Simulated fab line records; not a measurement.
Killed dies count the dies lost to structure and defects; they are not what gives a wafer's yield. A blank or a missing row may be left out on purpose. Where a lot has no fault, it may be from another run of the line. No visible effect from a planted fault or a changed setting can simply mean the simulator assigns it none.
The tool behind it: which one? :: flow berkeley-cmos170 :: 14 lots with 42 wafers sampled at 2 steps, on a route of 331 steps

WHAT THE GAUGES READ, wafer by wafer
UCB170_PWELL_TW_MEAS_17. Usual: PWELL_TW 381.3, standard deviation 2.3.
lot: L316
measured: day 3 10:59
on: film-metro-04
PWELL_TW: 378.0 377.1 377.3
flag: 

lot: L318
measured: day 3 18:18
on: film-metro-03
PWELL_TW: 383.0 385.9 383.9
flag: 

lot: L317
measured: day 3 18:22
on: film-metro-01
PWELL_TW: 384.0 383.4 385.0
flag: 

lot: L321
measured: day 4 08:40
on: film-metro-04
PWELL_TW: 379.2 378.5 381.7
flag: 

lot: L320
measured: day 4 08:56
on: film-metro-01
PWELL_TW: 382.4 383.2 383.4
flag: 

lot: L322
measured: day 4 19:40
on: film-metro-03
PWELL_TW: 382.1 380.4 380.8
flag: 

lot: L326
measured: day 5 12:58
on: film-metro-01
PWELL_TW: 392.3 391.4 388.5
flag: OFF

lot: L327
measured: day 5 23:00
on: film-metro-04
PWELL_TW: 391.5 392.1 391.8
flag: OFF

lot: L331
measured: day 6 12:16
on: film-metro-03
PWELL_TW: 381.5 382.3 383.5
flag: 

lot: L332
measured: day 6 12:32
on: film-metro-04
PWELL_TW: 378.6 380.2 379.0
flag: 

lot: L335
measured: day 7 12:14
on: film-metro-03
PWELL_TW: 383.7 385.5 383.7
flag: 

lot: L336
measured: day 7 12:26
on: film-metro-03
PWELL_TW: 382.4 383.7 383.0
flag: 

lot: L337
measured: day 7 19:52
on: film-metro-01
PWELL_TW: 382.5 384.2 384.7
flag: 

lot: L339
measured: day 8 05:14
on: film-metro-04
PWELL_TW: 380.1 380.4 377.6
flag: 

WHICH TOOL RAN EACH LOT (tool, then ch and the chambers of the sampled wafers, then the start)
lot: L316
UCB170_PWELL_IMPLANT_15: implanter-03 ch 0, day 3 10:44

lot: L318
UCB170_PWELL_IMPLANT_15: implanter-03 ch 0, day 3 18:04

lot: L317
UCB170_PWELL_IMPLANT_15: implanter-04 ch 0, day 3 18:07

lot: L321
UCB170_PWELL_IMPLANT_15: implanter-03 ch 0, day 4 08:25

lot: L320
UCB170_PWELL_IMPLANT_15: implanter-04 ch 0, day 4 08:41

lot: L322
UCB170_PWELL_IMPLANT_15: implanter-04 ch 0, day 4 19:25

lot: L326
UCB170_PWELL_IMPLANT_15: implanter-02 ch 0, day 5 12:43

lot: L327
UCB170_PWELL_IMPLANT_15: implanter-02 ch 0, day 5 22:45

lot: L331
UCB170_PWELL_IMPLANT_15: implanter-04 ch 0, day 6 12:01

lot: L332
UCB170_PWELL_IMPLANT_15: implanter-04 ch 0, day 6 12:18

lot: L335
UCB170_PWELL_IMPLANT_15: implanter-04 ch 0, day 7 12:01

lot: L336
UCB170_PWELL_IMPLANT_15: implanter-04 ch 0, day 7 12:13

lot: L337
UCB170_PWELL_IMPLANT_15: implanter-03 ch 0, day 7 19:37

lot: L339
UCB170_PWELL_IMPLANT_15: implanter-04 ch 0, day 8 05:02
- UCB170_PWELL_IMPLANT_15

WHAT THE TOOLS THEMSELVES READ (means of the sampled wafers that have a number; where no wafer has one, the mark that the record gives instead)
UCB170_PWELL_IMPLANT_15. Usual: dose-ions-cm2 5e+12, standard deviation 5.6e+09; faraday-current-uA 15.9, standard deviation 0.31.
lot: L316
tool: implanter-03
dose-ions-cm2: 5e+12
faraday-current-uA: 16.0
flag: 

lot: L318
tool: implanter-03
dose-ions-cm2: 5e+12
faraday-current-uA: 15.9
flag: 

lot: L317
tool: implanter-04
dose-ions-cm2: 5e+12
faraday-current-uA: 16.0
flag: 

lot: L321
tool: implanter-03
dose-ions-cm2: 5e+12
faraday-current-uA: 15.7
flag: 

lot: L320
tool: implanter-04
dose-ions-cm2: 5e+12
faraday-current-uA: 16.2
flag: 

lot: L322
tool: implanter-04
dose-ions-cm2: 5e+12
faraday-current-uA: 15.9
flag: 

lot: L326
tool: implanter-02
dose-ions-cm2: 6e+12
faraday-current-uA: 17.5
flag: OFF

lot: L327
tool: implanter-02
dose-ions-cm2: 6e+12
faraday-current-uA: 17.7
flag: OFF

lot: L331
tool: implanter-04
dose-ions-cm2: 5e+12
faraday-current-uA: 16.2
flag: 

lot: L332
tool: implanter-04
dose-ions-cm2: 5e+12
faraday-current-uA: 15.7
flag: 

lot: L335
tool: implanter-04
dose-ions-cm2: 5e+12
faraday-current-uA: 16.0
flag: 

lot: L336
tool: implanter-04
dose-ions-cm2: 5e+12
faraday-current-uA: 15.7
flag: 

lot: L337
tool: implanter-03
dose-ions-cm2: 5e+12
faraday-current-uA: 16.0
flag: 

lot: L339
tool: implanter-04
dose-ions-cm2: 5e+12
faraday-current-uA: 16.1
flag: 

THE ANSWER, worked out from the rows above alone
Rule: a lot counts as off when the mean over its wafers that have a number is more than 3 standard deviations away from the usual mean. Also off: a lot with no number at a reading for which 4 or more lots have one. Any other lot the step has rows for is counted as sound. Order of review: gauges by route order, followed by the tools' own readings, for which a lot's mean as printed above is used. At the first step where some lot is off, the reading lying furthest off is the one used; lots without a number count as furthest.
Off: at UCB170_PWELL_TW_MEAS_17 (PWELL_TW), L326, L327.
A tool fits if, at a process step before that reading, it ran every lot that is off, and no sound lot after the first of them. Not tried: the gauges at UCB170_PWELL_TW_MEAS_17; whatever is off there is also off at UCB170_PWELL_IMPLANT_15, on other tools, and gauge error can't account for it. One fits: UCB170_PWELL_IMPLANT_15 on implanter-02. It ran no sound lot before its first lot that is off in this sample, so the start can't be narrowed down.
The tool's own readings at UCB170_PWELL_IMPLANT_15 bear it out: on the lots that are off they differ by more than 5 times the standard deviation of the sound lots' means. dose-ions-cm2 reads 6e+12 there against 5e+12 on the sound lots; faraday-current-uA reads 17.6 there against 15.9 on the sound lots.

WHAT THE SIMULATOR HAD PUT IN
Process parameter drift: implanter-02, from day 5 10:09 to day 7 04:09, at UCB170_PWELL_IMPLANT_15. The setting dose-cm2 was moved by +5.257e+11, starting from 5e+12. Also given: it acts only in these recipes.
Shown lots that were struck: L326, L327. Same finding as the rule above.
